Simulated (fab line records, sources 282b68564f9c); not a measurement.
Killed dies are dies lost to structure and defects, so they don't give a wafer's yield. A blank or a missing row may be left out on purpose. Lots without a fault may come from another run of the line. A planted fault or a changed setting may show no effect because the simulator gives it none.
Which tool did it? | flow rit_cmos | 13 lots, 39 wafers sampled, at 2 steps of a route of 202

WHAT THE GAUGES READ, wafer by wafer
RIT_SPACER_THK_MEAS_04. Usual: SPACER_NITRIDE_THK 248.2 nm, standard deviation 2.
lot  | measured    | on            | SPACER_NITRIDE_THK (nm) | flag
L532 | day 3 13:19 | film_metro-01 | 249.7 250.0 247.9       |
L533 | day 3 18:34 | film_metro-01 | 249.2 246.3 249.4       |
L534 | day 4 00:20 | film_metro-04 | 248.2 249.7 249.0       |
L535 | day 4 07:01 | film_metro-01 | 245.5 247.8 247.8       |
L536 | day 4 09:38 | film_metro-04 | 246.6 249.1 248.4       |
L537 | day 4 13:25 | film_metro-01 | 246.4 247.7 248.5       |
L546 | day 6 08:47 | film_metro-04 | 262.1 262.9 260.0       | OFF
L548 | day 6 17:18 | film_metro-01 | 249.1 247.2 248.3       |
L549 | day 6 22:11 | film_metro-01 | 249.4 246.9 250.1       |
L550 | day 6 23:25 | film_metro-01 | 247.2 248.6 247.9       |
L552 | day 7 13:21 | film_metro-01 | 246.6 242.5 246.1       |
L553 | day 7 20:10 | film_metro-01 | 248.5 248.1 248.6       |
L554 | day 8 03:17 | film_metro-01 | 247.2 247.7 249.4       |

WHICH TOOL RAN EACH LOT (tool, then ch and the chambers of the sampled wafers, then the start)
lot  | RIT_SPACER_CVD_03
L532 | lpcvd-01 ch 0, day 3 11:24
L533 | lpcvd-01 ch 0, day 3 16:38
L534 | lpcvd-01 ch 1, day 3 22:24
L535 | lpcvd-02 ch 0, day 4 05:05
L536 | lpcvd-01 ch 0, day 4 07:41
L537 | lpcvd-02 ch 1, day 4 11:30
L546 | lpcvd-01 ch 0, day 6 05:55
L548 | lpcvd-01 ch 1, day 6 15:22
L549 | lpcvd-01 ch 1, day 6 20:15
L550 | lpcvd-02 ch 1, day 6 20:31
L552 | lpcvd-02 ch 0, day 7 11:26
L553 | lpcvd-02 ch 1, day 7 18:14
L554 | lpcvd-02 ch 0, day 8 01:22
- RIT_SPACER_CVD_03: deposits Si3N4 from SiH2Cl2/NH3, target thk 250 nm, time 3300 s.

WHAT THE TOOLS THEMSELVES READ (means of the sampled wafers that have a number; where no wafer has one, the mark that the record gives instead)
RIT_SPACER_CVD_03. Usual: pressure_mtorr 300.0 mTorr, standard deviation 0.63; zone_power_source_pct 22.0 %, standard deviation 1.7.
lot  | tool     | pressure_mtorr (mTorr) | zone_power_source_pct (%) | flag
L532 | lpcvd-01 | 299.9                  | 19.8                      |
L533 | lpcvd-01 | 299.7                  | 19.7                      |
L534 | lpcvd-01 | 299.5                  | 24.1                      |
L535 | lpcvd-02 | 300.4                  | 21.7                      |
L536 | lpcvd-01 | 300.3                  | 19.7                      |
L537 | lpcvd-02 | 300.4                  | 23.5                      |
L546 | lpcvd-01 | 358.9                  | 19.6                      | OFF
L548 | lpcvd-01 | 300.0                  | 24.1                      |
L549 | lpcvd-01 | 300.0                  | 23.9                      |
L550 | lpcvd-02 | 299.4                  | 23.6                      |
L552 | lpcvd-02 | 300.3                  | 21.8                      |
L553 | lpcvd-02 | 300.7                  | 23.4                      |
L554 | lpcvd-02 | 300.4                  | 21.7                      |

THE ANSWER, worked out from the rows above alone
Rule: a lot is off if the mean of its wafers that have a number lies more than 3 standard deviations from the usual mean. A lot without any number at a reading at which 4 lots or more have one is off too. The other lots that the step has rows for count as sound. The gauges are gone through in route order, then the tools' own readings, and for those a lot's mean is taken as printed above. The first step at which some lot is off is used, and at that step the reading that is off furthest; a lot without a number counts as furthest.
Off: L546, at RIT_SPACER_THK_MEAS_04 (SPACER_NITRIDE_THK).
A tool fits if, at a process step before that reading, it ran every lot that is off, and no sound lot after the first of them. The gauges at RIT_SPACER_THK_MEAS_04 aren't tried: what is off there is off at RIT_SPACER_CVD_03 too, on other tools, and a gauge's error can't cause that. None of those tried fits.

WHAT THE SIMULATOR HAD PUT IN
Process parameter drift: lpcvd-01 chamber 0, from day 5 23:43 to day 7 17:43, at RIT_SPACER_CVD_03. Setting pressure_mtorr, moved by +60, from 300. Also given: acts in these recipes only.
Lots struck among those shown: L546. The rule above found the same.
